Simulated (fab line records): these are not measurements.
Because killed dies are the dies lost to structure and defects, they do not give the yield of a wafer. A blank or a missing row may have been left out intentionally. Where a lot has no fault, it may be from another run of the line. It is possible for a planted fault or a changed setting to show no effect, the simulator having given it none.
Struck lot and sound lot, side by side	flow berkeleyCmos170	17 out of 331 route steps
Sound: these wafers, L297.1, L297.2, L297.3. The struck wafers were L308.2, L308.5, L308.6. The cause is given at the end.
Each step with rows lists, per side, the tool, then ch with its chambers, then its first start. Under that, the readings that differ: sound wafers	struck wafers	difference of the means	sigmas: that difference in standard deviations of wafers without a fault.
alike: readings whose means differ by less than 2 such deviations, and words and numbers that are the same on both sides. not compared: withheld readings, readings that some wafer has no value for, bounds like >300 that may hide the same value, and numbers for which the record gives no deviation and whose values overlap.
A row with sigmas, a row that says differs or no value, or rows on one side alone: a step with any of these is where the two part. Numbers that don't overlap but have no deviation are shown without sigmas and don't part them. A reading that every wafer of one side lacks parts them only if that side has two wafers or more.

first, 3 steps without rows for these wafers: UCB170_BACKSIDE_HMDS_00 (prime time 60 s); UCB170_BACKSIDE_COAT_01 (resist thk 900 nm); UCB170_BACKSIDE_SOFTBAKE_02 (time 60 s).
UCB170_BACKSIDE_STRIP_03: strips in O2.
  sound on plasmaAsher-03 ch 0,1, day 7 21:39; struck on plasmaAsher-03 ch 0,1, day 9 20:55
  alike: drypumpMotorCurrentA, oesProductAu, stripTimeToEndpointS
  not compared: rfHoursCounterH
then, 1 step without rows for these wafers: UCB170_BACKSIDE_CLEAN_04 (cleans in SPM, time 600 s).
UCB170_SDANNEAL_RTA_00: time 10 s.
  sound on rtpAnneal-01 ch 0, day 7 22:01; struck on rtpAnneal-02 ch 0, day 9 21:14
reading	sound	struck	difference	sigmas
lampPowerPct (%)	31 31 31	21 21 21	-10	-2
  alike: wafer_temp_C_max
UCB170_SDANNEAL_RTA_01: time 5 s.
  sound on rtpAnneal-01 ch 0, day 7 22:05; struck on rtpAnneal-02 ch 0, day 9 21:17
reading	sound	struck	difference	sigmas
wafer_temp_C_max	1053.6 1053.7 1055.5	1062.2 1059.3 1056.2	+5.0	+3
  alike: lampPowerPct
UCB170_SDANNEAL_RS_MEAS_02: a four-point-probe measurement.
  sound: filmMetro-03 at day 7 22:08; struck: filmMetro-01 at day 9 21:22
  alike: PSD_RS
UCB170_SDANNEAL_RS_MEAS_03: a four-point-probe measurement.
  sound: filmMetro-03 at day 7 22:16; struck: filmMetro-01 at day 9 21:29
  alike: NSD_RS
UCB170_SDANNEAL_RS_MEAS_04: a four-point-probe measurement.
  sound: filmMetro-03 at day 7 22:23; struck: filmMetro-01 at day 9 21:36
  alike: PLDD_RS
UCB170_SDANNEAL_RS_MEAS_05: a four-point-probe measurement.
  sound: filmMetro-03 at day 7 22:30; struck: filmMetro-01 at day 9 21:43
reading	sound	struck	difference	sigmas
NLDD_RS (ohm/sq)	617.9 618.6 619.1	615.8 615.8 614.9	-3.0	-2
then, 1 step without rows for these wafers: UCB170_SILICIDE_PRE_CLEAN_00 (preclean etch time 60 s).
UCB170_SILICIDE_SPUTTER_01: material Ti, target thk 30 nm, time 25 s.
  sound: pvdSputter-03 at day 7 22:41; struck: pvdSputter-01 at day 9 22:05
  alike: throttleValvePct
UCB170_SILICIDE_RS_MEAS_02: a four-point-probe measurement.
  sound: filmMetro-04 at day 7 22:46; struck: filmMetro-01 at day 9 22:08
reading	sound	struck	difference	sigmas
SILICIDE_TI_RS (ohm/sq)	26.3 26.4 26.5	11.5 11.7 11.7	-14.8	-43
UCB170_SILICIDE_THK_MEAS_03: measures by xrf.
  sound: filmMetro-04 at day 7 22:53; struck: filmMetro-01 at day 9 22:15
reading	sound	struck	difference	sigmas
SILICIDE_TI_THK (nm)	29.9 29.8 29.6	60.5 59.0 59.4	+29.9	+85
UCB170_SILICIDE_RTA_04: time 15 s.
  sound on rtpAnneal-01 ch 0, day 7 22:57; struck on rtpAnneal-02 ch 0, day 9 22:19
reading	sound	struck	difference	sigmas
lampPowerPct (%)	13.4 13.4 13.4	9.0 9.1 9.0	-4.4	-2
  alike: wafer_temp_C_max
UCB170_M3_PROBE_99:
  the record has rows for the struck wafers here (prober-01, day 10 20:43) and none for the sound ones

== WHERE THEY PART ==
First at UCB170_SDANNEAL_RTA_00; last, within this record, at UCB170_M3_PROBE_99.

WHY: what had been put in by the simulator
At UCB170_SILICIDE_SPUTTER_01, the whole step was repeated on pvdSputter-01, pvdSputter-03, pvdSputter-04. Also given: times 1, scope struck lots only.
